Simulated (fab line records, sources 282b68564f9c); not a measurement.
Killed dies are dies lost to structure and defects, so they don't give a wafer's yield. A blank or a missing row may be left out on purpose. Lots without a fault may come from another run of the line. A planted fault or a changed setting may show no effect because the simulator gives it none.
Which tool did it? | flow rit_cmos | 13 lots, 39 wafers sampled, at 6 steps of a route of 202

WHAT THE GAUGES READ, wafer by wafer
RIT_ACTIVE_THK_MEAS_02. Usual: ACTIVE_OXIDE_THK 46.6 nm, standard deviation 0.95.
lot  | measured    | on            | ACTIVE_OXIDE_THK (nm) | flag
L859 | day 1 12:31 | film_metro-02 | 46.2 46.4 46.3        |
L860 | day 1 19:37 | film_metro-03 | 46.9 46.6 47.5        |
L862 | day 2 04:08 | film_metro-02 | 48.6 47.3 48.0        |
L864 | day 2 14:13 | film_metro-04 | 48.4 47.3 47.1        |
L865 | day 2 18:04 | film_metro-04 | 46.2 47.2 46.5        |
L866 | day 2 23:38 | film_metro-04 | 45.8 45.8 46.5        |
L867 | day 3 05:12 | film_metro-03 | 47.3 47.4 46.9        |
L869 | day 3 14:55 | film_metro-03 | 46.7 46.6 46.7        |
L871 | day 4 00:06 | film_metro-02 | 47.7 47.5 47.6        |
L872 | day 4 08:03 | film_metro-03 | 44.3 44.2 44.7        |
L873 | day 4 10:04 | film_metro-02 | 45.9 45.6 44.7        |
L879 | day 5 16:34 | film_metro-04 | 46.5 46.9 46.3        |
L881 | day 6 02:40 | film_metro-02 | 46.3 44.9 45.7        |

RIT_PSD_OVL_MEAS_06. Usual: PSD_OVL -0.4 nm, standard deviation 1.2.
lot  | measured    | on         | PSD_OVL (nm)   | flag
L859 | day 3 07:10 | overlay-02 | -1.3 -0.4 0.7  |
L860 | day 3 10:00 | overlay-01 | -1.7 -2.0 -1.8 |
L862 | day 3 20:53 | overlay-02 | 0.2 1.1 1.7    |
L864 | day 4 05:46 | overlay-01 | -1.6 -0.1 -1.0 |
L865 | day 4 09:15 | overlay-01 | -2.4 -2.3 -1.1 |
L866 | day 4 14:17 | overlay-01 | 1.0 -0.6 2.6   |
L867 | day 5 00:04 | overlay-02 | 0.8 0.4 0.0    |
L869 | day 5 08:16 | overlay-02 | -0.2 -0.7 0.2  |
L871 | day 5 20:50 | overlay-01 | - - -          | OFF
L872 | day 6 01:31 | overlay-02 | -0.6 -0.7 -0.7 |
L873 | day 6 05:43 | overlay-01 | 0.1 -0.2 -0.9  |
L879 | day 7 11:55 | overlay-01 | -1.7 -1.4 -0.1 |
L881 | day 7 18:38 | overlay-01 | 0.7 0.7 -0.6   |

RIT_PSD_TW_MEAS_10. Usual: PSD_TW 3416, standard deviation 14.
lot  | measured    | on            | PSD_TW         | flag
L859 | day 3 07:40 | film_metro-02 | 3409 3443 3409 |
L860 | day 3 10:31 | film_metro-04 | 3429 3416 3443 |
L862 | day 3 21:24 | film_metro-02 | 3436 3429 3450 |
L864 | day 4 06:17 | film_metro-02 | 3403 3422 3400 |
L865 | day 4 09:46 | film_metro-03 | 3438 3433 3431 |
L866 | day 4 14:49 | film_metro-03 | 3420 3408 3442 |
L867 | day 5 00:35 | film_metro-03 | 3416 3432 3427 |
L869 | day 5 08:47 | film_metro-02 | 3423 3434 3413 |
L871 | day 5 21:22 | film_metro-03 | 30 30 30       | OFF
L872 | day 6 02:03 | film_metro-03 | 3401 3414 3415 |
L873 | day 6 06:22 | film_metro-03 | 3428 3420 3410 |
L879 | day 7 12:26 | film_metro-02 | 3438 3410 3432 |
L881 | day 7 19:09 | film_metro-03 | 3401 3396 3410 |

RIT_CONTACT_OVL_MEAS_09. Usual: CONTACT_OVL -1.0 nm, standard deviation 1.5.
lot  | measured    | on         | CONTACT_OVL (nm) | flag
L859 | day 3 10:42 | overlay-01 | -1.4 -0.1 -1.5   |
L860 | day 3 13:26 | overlay-01 | -1.1 -1.4 -1.0   |
L862 | day 4 00:23 | overlay-01 | -0.8 -0.7 1.8    |
L864 | day 4 09:05 | overlay-01 | -3.2 -1.7 -2.9   |
L865 | day 4 12:26 | overlay-01 | 0.9 -2.5 -1.6    |
L866 | day 4 17:29 | overlay-01 | -2.5 -3.1 -1.6   |
L867 | day 5 03:30 | overlay-01 | 0.1 -2.1 -2.2    |
L869 | day 5 11:34 | overlay-02 | 1.6 -0.9 0.7     |
L871 | day 6 00:04 | overlay-02 | -0.4 -0.6 -3.4   |
L872 | day 6 04:47 | overlay-01 | -3.0 -2.5 -3.4   |
L873 | day 6 09:13 | overlay-02 | 1.2 0.5 1.2      |
L879 | day 7 15:23 | overlay-01 | -0.9 -2.8 -3.3   |
L881 | day 7 21:57 | overlay-01 | -3.3 -2.8 -0.1   |

WHICH TOOL RAN EACH LOT (tool, then ch and the chambers of the sampled wafers, then the start)
lot  | RIT_NRETRO_STRIP_09                 | RIT_PSD_EXPOSE_03
L859 | plasma_asher-02 ch 0,1, day 2 10:55 | iline_stepper-02 ch 0, day 3 06:46
L860 | plasma_asher-01 ch 0,1, day 2 14:49 | iline_stepper-01 ch 0, day 3 09:36
L862 | plasma_asher-03 ch 0,1, day 2 23:15 | iline_stepper-02 ch 0, day 3 20:29
L864 | plasma_asher-01 ch 0,1, day 3 08:56 | iline_stepper-02 ch 0, day 4 05:23
L865 | plasma_asher-02 ch 0,1, day 3 13:59 | iline_stepper-02 ch 0, day 4 08:52
L866 | plasma_asher-02 ch 0,1, day 3 18:58 | iline_stepper-01 ch 0, day 4 13:55
L867 | plasma_asher-01 ch 0,1, day 3 22:21 | iline_stepper-01 ch 0, day 4 23:40
L869 | plasma_asher-01 ch 0,1, day 4 11:42 | iline_stepper-01 ch 0, day 5 07:52
L871 | plasma_asher-02 ch 0,1, day 4 22:01 | iline_stepper-01 ch 0, day 5 20:29
L872 | plasma_asher-02 ch 0,1, day 5 02:18 | iline_stepper-01 ch 0, day 6 01:08
L873 | plasma_asher-01 ch 0,1, day 5 06:54 | iline_stepper-01 ch 0, day 6 05:19
L879 | plasma_asher-03 ch 0,1, day 6 15:26 | iline_stepper-01 ch 0, day 7 11:31
L881 | plasma_asher-03 ch 0,1, day 6 21:43 | iline_stepper-01 ch 0, day 7 18:16
- RIT_NRETRO_STRIP_09: strips in O2, time 180 s.
- RIT_PSD_EXPOSE_03: exposes mask M10, target cd 40900 nm.

WHAT THE TOOLS THEMSELVES READ (means of the sampled wafers that have a number; where no wafer has one, the mark that the record gives instead)
RIT_NRETRO_STRIP_09. Usual: drypump_motor_current_A 5.48 A, standard deviation 0.18.
lot  | tool            | drypump_motor_current_A (A) | flag
L859 | plasma_asher-02 | 5.50                        |
L860 | plasma_asher-01 | 5.45                        |
L862 | plasma_asher-03 | 5.59                        |
L864 | plasma_asher-01 | 5.29                        |
L865 | plasma_asher-02 | 5.49                        |
L866 | plasma_asher-02 | 5.49                        |
L867 | plasma_asher-01 | 5.48                        |
L869 | plasma_asher-01 | 5.31                        |
L871 | plasma_asher-02 | 5.47                        |
L872 | plasma_asher-02 | 5.48                        |
L873 | plasma_asher-01 | 5.31                        |
L879 | plasma_asher-03 | 5.58                        |
L881 | plasma_asher-03 | 5.61                        |

THE ANSWER, worked out from the rows above alone
Rule: a lot is off if the mean of its wafers that have a number lies more than 3 standard deviations from the usual mean. A lot without any number at a reading at which 4 lots or more have one is off too. The other lots that the step has rows for count as sound. The gauges are gone through in route order, then the tools' own readings, and for those a lot's mean is taken as printed above. The first step at which some lot is off is used, and at that step the reading that is off furthest; a lot without a number counts as furthest.
Off: L871, at RIT_PSD_OVL_MEAS_06 (PSD_OVL). Without a number there: L871.
A tool fits if, at a process step before that reading, it ran every lot that is off, and no sound lot after the first of them. The gauges at RIT_PSD_OVL_MEAS_06 aren't tried: what is off there is off at RIT_PSD_TW_MEAS_10 too, on other tools, and a gauge's error can't cause that. None of those tried fits.

WHAT THE SIMULATOR HAD PUT IN
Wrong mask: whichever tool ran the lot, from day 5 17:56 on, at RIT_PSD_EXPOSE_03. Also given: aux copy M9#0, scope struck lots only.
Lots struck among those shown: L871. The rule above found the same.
